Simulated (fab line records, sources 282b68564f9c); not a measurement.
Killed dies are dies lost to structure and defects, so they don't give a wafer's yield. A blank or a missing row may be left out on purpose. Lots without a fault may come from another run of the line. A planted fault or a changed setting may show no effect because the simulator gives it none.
One fault seen from 2 desks | flow rit_cmos | each desk has only its own numbers; what lay behind them comes last

THE METROLOGY DESK
What the gauges read, lot by lot, whatever tool the lot ran on: means of the sampled wafers that have a number. A lot is out of limits, marked OUT, if its mean lies more than 4 standard deviations from the usual mean; the brackets give that distance.
Columns: A = cd_nm at RIT_ACTIVE_CD_MEAS_11, usual 1400.4 nm; B = SPACER_NITRIDE_THK at RIT_SPACER_THK_MEAS_04, usual 250.9 nm; C = PSD_TW at RIT_PSD_TW_MEAS_10, usual 3460
lot  | first seen here | A      | B               | C
L991 | day 1 14:26     | 1400.9 | 255.2           | 3444
L992 | day 1 20:25     | 1400.6 | 251.8           | 3444
L993 | day 2 00:26     | 1396.9 | 249.8           | 3399
L994 | day 2 05:35     | 1402.5 | 251.7           | 3509
L996 | day 2 15:34     | 1402.7 | 247.8           | 3504
L100 | day 3 13:05     | 1401.6 | 250.6           | 3441
L101 | day 3 16:34     | 1398.2 | 352.4 (+48) OUT | -
L106 | day 4 18:31     | 1395.7 | 248.3           | 3519
L107 | day 4 22:34     | 1400.6 | 252.8           | 3467
L108 | day 5 03:48     | 1398.4 | 250.0           | 3449
L110 | day 5 13:56     | 1400.0 | 253.0           | 3503
L111 | day 5 19:07     | 1400.9 | 249.6           | 3390
L114 | day 6 10:29     | 1404.0 | 253.1           | 3380
This desk's finding: out of limits on L101; first on L101, day 5 04:48 (SPACER_NITRIDE_THK at RIT_SPACER_THK_MEAS_04). In limits: L991, L992, L993, L994, L996, L100, L106, L107, L108, L110, L111, L114.

THE TOOL OWNER'S DESK: lpcvd-01
The tool's own readings at RIT_SPACER_CVD_03 (deposits Si3N4 from SiH2Cl2/NH3, target thk 250 nm, time 3300 s): means of the sampled wafers that have a number, for each lot that ran on this tool. A lot is out of limits, marked OUT, if its mean lies more than 4 standard deviations from the usual mean; the brackets give that distance.
Columns: A = spike_tc_centre_C at RIT_SPACER_CVD_03, usual 811.6 C; B = spike_tc_load_C at RIT_SPACER_CVD_03, usual 833 C; C = spike_tc_source_C at RIT_SPACER_CVD_03, usual 834 C
lot  | first seen here | A               | B              | C
L991 | day 2 21:54     | 813.6           | 836            | 838
L993 | day 3 08:05     | 813.3           | 836            | 838
L994 | day 3 10:40     | 813.9           | 836            | 837
L996 | day 3 23:11     | 810.8           | 833            | 835
L101 | day 5 02:53     | 834.0 (+15) OUT | 856 (+5.9) OUT | 857 (+7.8) OUT
L106 | day 6 03:11     | 811.1           | 834            | 834
L110 | day 6 22:41     | 810.8           | 834            | 835
This desk's finding: out of limits on L101; first on L101, day 5 02:53 (spike_tc_centre_C at RIT_SPACER_CVD_03). In limits: L991, L993, L994, L996, L106, L110.

PUT TOGETHER
The tool owner's desk could have raised an alarm at day 5 02:53, on L101.
The metrology desk could have raised an alarm at day 5 04:48, on L101.
Of the lots named, all ran RIT_SPACER_CVD_03 on lpcvd-01.

WHAT THE SIMULATOR HAD PUT IN
Process parameter drift: lpcvd-01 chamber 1, from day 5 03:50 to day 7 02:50, at RIT_SPACER_CVD_03. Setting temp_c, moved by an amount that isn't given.
Lots struck among those shown: L101.
